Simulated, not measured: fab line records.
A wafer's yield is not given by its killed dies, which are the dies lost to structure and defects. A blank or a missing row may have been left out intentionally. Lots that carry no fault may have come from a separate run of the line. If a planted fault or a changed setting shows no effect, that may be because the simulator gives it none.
What tool caused it? | flow berkeley-cmos170 | 9 lots with 27 wafers sampled at 4 steps, on a route of 331 steps

== WHAT THE GAUGES READ, wafer by wafer ==
UCB170_SDANNEAL_RS_MEAS_03: a four-point-probe measurement. Usual: NSD_RS 37.25 ohm/sq, standard deviation 0.078.
lot  | measured     | on            | NSD_RS (ohm/sq)   | flag
L542 | day 8 10:05  | film-metro-04 | 37.21 37.20 37.28 |
L544 | day 8 19:52  | film-metro-02 | 37.39 37.24 37.28 |
L543 | day 8 21:08  | film-metro-04 | 37.36 37.36 37.40 |
L553 | day 10 19:44 | film-metro-02 | 37.33 37.16 37.22 |
L558 | day 11 06:05 | film-metro-03 | 37.28 37.11 37.18 |
L561 | day 12 01:04 | film-metro-03 | 37.23 37.29 37.20 |
L559 | day 12 01:18 | film-metro-02 | 37.10 37.31 37.25 |
L562 | day 12 18:28 | film-metro-03 | 37.24 37.25 37.10 |
L563 | day 12 18:50 | film-metro-04 | 37.33 37.28 37.39 |

UCB170_SILICIDE_RS_MEAS_02: a four-point-probe measurement. Usual: SILICIDE_TI_RS 26.2 ohm/sq, standard deviation 0.34.
lot  | measured     | on            | SILICIDE_TI_RS (ohm/sq) | flag
L542 | day 8 10:34  | film-metro-01 | 25.9 26.0 26.0          |
L544 | day 8 20:20  | film-metro-01 | 26.4 26.7 26.3          |
L543 | day 8 21:35  | film-metro-03 | 25.6 25.7 25.7          |
L553 | day 10 20:11 | film-metro-02 | 35.4 26.4 26.8          | OFF
L558 | day 11 06:32 | film-metro-02 | 26.4 25.9 26.3          |
L561 | day 12 01:32 | film-metro-01 | 26.4 26.3 26.0          |
L559 | day 12 01:46 | film-metro-01 | 26.2 26.4 26.2          |
L562 | day 12 19:00 | film-metro-03 | 26.7 26.3 26.3          |
L563 | day 12 19:18 | film-metro-03 | 26.2 25.9 26.3          |

UCB170_SILICIDE_THK_MEAS_03: measures by xrf. Usual: SILICIDE_TI_THK 30.0 nm, standard deviation 0.37.
lot  | measured     | on            | SILICIDE_TI_THK (nm) | flag
L542 | day 8 10:41  | film-metro-01 | 30.4 30.3 30.2       |
L544 | day 8 20:27  | film-metro-01 | 29.9 29.5 30.1       |
L543 | day 8 21:42  | film-metro-03 | 30.5 30.3 30.3       |
L553 | day 10 20:19 | film-metro-02 | 23.2 30.0 29.5       | OFF
L558 | day 11 06:38 | film-metro-02 | 30.0 30.4 30.0       |
L561 | day 12 01:38 | film-metro-01 | 29.8 30.2 30.2       |
L559 | day 12 01:53 | film-metro-01 | 30.0 29.8 30.0       |
L562 | day 12 19:07 | film-metro-03 | 29.5 29.7 29.9       |
L563 | day 12 19:25 | film-metro-03 | 29.8 30.2 29.7       |

== WHICH TOOL RAN EACH LOT (tool, then ch and the chambers of the sampled wafers, then the start) ==
lot  | UCB170_SILICIDE_SPUTTER_01
L542 | pvd-sputter-03, day 8 10:31
L544 | pvd-sputter-02, day 8 20:18
L543 | pvd-sputter-03, day 8 21:33
L553 | pvd-sputter-02, day 10 20:10
L558 | pvd-sputter-03, day 11 06:29
L561 | pvd-sputter-03, day 12 01:28
L559 | pvd-sputter-04, day 12 01:44
L562 | pvd-sputter-04, day 12 18:53
L563 | pvd-sputter-03, day 12 19:15
- UCB170_SILICIDE_SPUTTER_01: material Ti, target thk 30 nm, time 25 s.

== WHAT THE TOOLS THEMSELVES READ (means of the sampled wafers that have a number; where no wafer has one, the mark that the record gives instead) ==
UCB170_SILICIDE_SPUTTER_01. Usual: throttle-valve-pct 30.0 %, standard deviation 1.1.
lot  | tool           | throttle-valve-pct (%) | flag
L542 | pvd-sputter-03 | 29.0                   |
L544 | pvd-sputter-02 | 31.0                   |
L543 | pvd-sputter-03 | 29.3                   |
L553 | pvd-sputter-02 | 30.9                   |
L558 | pvd-sputter-03 | 29.6                   |
L561 | pvd-sputter-03 | 29.3                   |
L559 | pvd-sputter-04 | 29.7                   |
L562 | pvd-sputter-04 | 29.1                   |
L563 | pvd-sputter-03 | 29.8                   |

== THE ANSWER, worked out from the rows above alone ==
Rule: a lot counts as off when the mean over its wafers that have a number is more than 3 standard deviations away from the usual mean. A lot without any number at a reading at which 4 lots or more have one is off too. Any other lot the step has rows for is counted as sound. After the gauges, taken in route order, come the tools' own readings; for these a lot's mean is taken, as printed above. At the first step where some lot is off, the reading lying furthest off is the one used; lots without a number count as furthest.
Off: at UCB170_SILICIDE_RS_MEAS_02 (SILICIDE_TI_RS), L553.
If a tool, at a process step before that reading, ran all the lots that are off and no sound lot after the first of them, it fits. Gauges at UCB170_SILICIDE_RS_MEAS_02: tried the same way as those tools. One fits: UCB170_SILICIDE_SPUTTER_01 on pvd-sputter-02. Its last sound lot is L544 (day 8 20:18), its first lot that is off L553 (day 10 20:10): a fault that began between those two fits.

== WHAT WAS PUT IN BY THE SIMULATOR ==
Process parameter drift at UCB170_SILICIDE_SPUTTER_01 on pvd-sputter-02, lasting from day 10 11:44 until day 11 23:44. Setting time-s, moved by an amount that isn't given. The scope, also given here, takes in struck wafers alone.
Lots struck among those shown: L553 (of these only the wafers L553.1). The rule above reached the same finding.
